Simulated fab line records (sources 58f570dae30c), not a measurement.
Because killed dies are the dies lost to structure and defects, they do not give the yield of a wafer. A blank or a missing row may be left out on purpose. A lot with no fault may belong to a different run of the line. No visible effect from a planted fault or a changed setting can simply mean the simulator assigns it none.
Comparing a struck lot with a sound one || flow berkeleyCmos170 || 19 steps out of a route of 331
Sound: these wafers, L451.1, L451.2, L451.3. Struck: wafers L461.1, L461.3, L461.5. Last of all comes the cause.
Each step with rows lists, per side, the tool, then ch with its chambers, then its first start. Under that, the readings that differ: sound wafers || struck wafers || difference of the means || sigmas: that difference in standard deviations of wafers without a fault.
alike: a reading whose means differ by less than 2 such deviations, as well as words and numbers matching on both sides. not compared: withheld readings; readings where some wafer has no value; bounds like >300 that might hide an equal value; numbers whose values overlap and for which the record gives no deviation.
A row with sigmas, a row that says differs or no value, or rows on one side alone: a step with any of these is where the two part. Numbers that don't overlap but have no deviation are shown without sigmas and don't part them. Lack of a reading on every wafer of one side parts them only where that side has two or more wafers.

first, 6 steps without rows for these wafers: UCB170_NVT_HMDS_00 (prime time 60 s); UCB170_NVT_COAT_01 (resist thk 900 nm); UCB170_NVT_SOFTBAKE_02 (time 60 s); UCB170_NVT_EXPOSE_03 (exposes mask PWELL, target cd 3000 nm); UCB170_NVT_PEB_04; UCB170_NVT_DEVELOP_05 (develop time 45 s).
UCB170_NVT_OVL_MEAS_06:
  sound: overlay-01 at day 5 19:50; struck: overlay-01 at day 8 11:11
  alike: NVT_OVL
following that, these wafers have no rows for 1 step: UCB170_NVT_IMPLANT_07.
UCB170_NVT_STRIP_08: strips in O2.
  sound on plasmaAsher-02 ch 0,1, day 5 20:14; struck on plasmaAsher-02 ch 0,1, day 8 11:22
  alike: drypumpMotorCurrentA, oesProductAu, stripTimeToEndpointS
  not compared: rfHoursCounterH
UCB170_NVT_TW_MEAS_09:
  sound: filmMetro-03 at day 5 20:20; struck: filmMetro-02 at day 8 11:28
  alike: NVT_TW
then, 2 steps without rows for these wafers: UCB170_NVT_CLEAN_10 (cleans in SPM, time 600 s); UCB170_PVT_HMDS_00 (prime time 60 s).
UCB170_PVT_COAT_01: resist thk 900 nm.
  sound on lithoTrack-04 ch 0, day 5 21:13; struck on lithoTrack-03, day 8 11:52
  no value came back on the struck wafers for chillPlateTempC (C), dispensePressureKPa (kPa); on the sound wafers chillPlateTempC (C) reads 22.97 22.88 22.69
then, 4 steps without rows for these wafers: UCB170_PVT_SOFTBAKE_02 (time 60 s); UCB170_PVT_EXPOSE_03 (exposes mask NWELL, target cd 3000 nm); UCB170_PVT_PEB_04; UCB170_PVT_DEVELOP_05 (develop time 45 s).
UCB170_PVT_OVL_MEAS_06:
  sound: overlay-01 at day 5 22:10; struck: overlay-02 at day 8 12:46
{"reading": "PVT_OVL (nm)", "sound": "4 3 3", "struck": "- - -", "difference": "no value on the struck wafers", "sigmas": ""}
following that, these wafers have no rows for 1 step: UCB170_PVT_IMPLANT_07.

## WHERE THEY PART
Earliest at UCB170_PVT_COAT_01; latest, in this record, at UCB170_PVT_OVL_MEAS_06.

WHY: the cause the simulator had injected
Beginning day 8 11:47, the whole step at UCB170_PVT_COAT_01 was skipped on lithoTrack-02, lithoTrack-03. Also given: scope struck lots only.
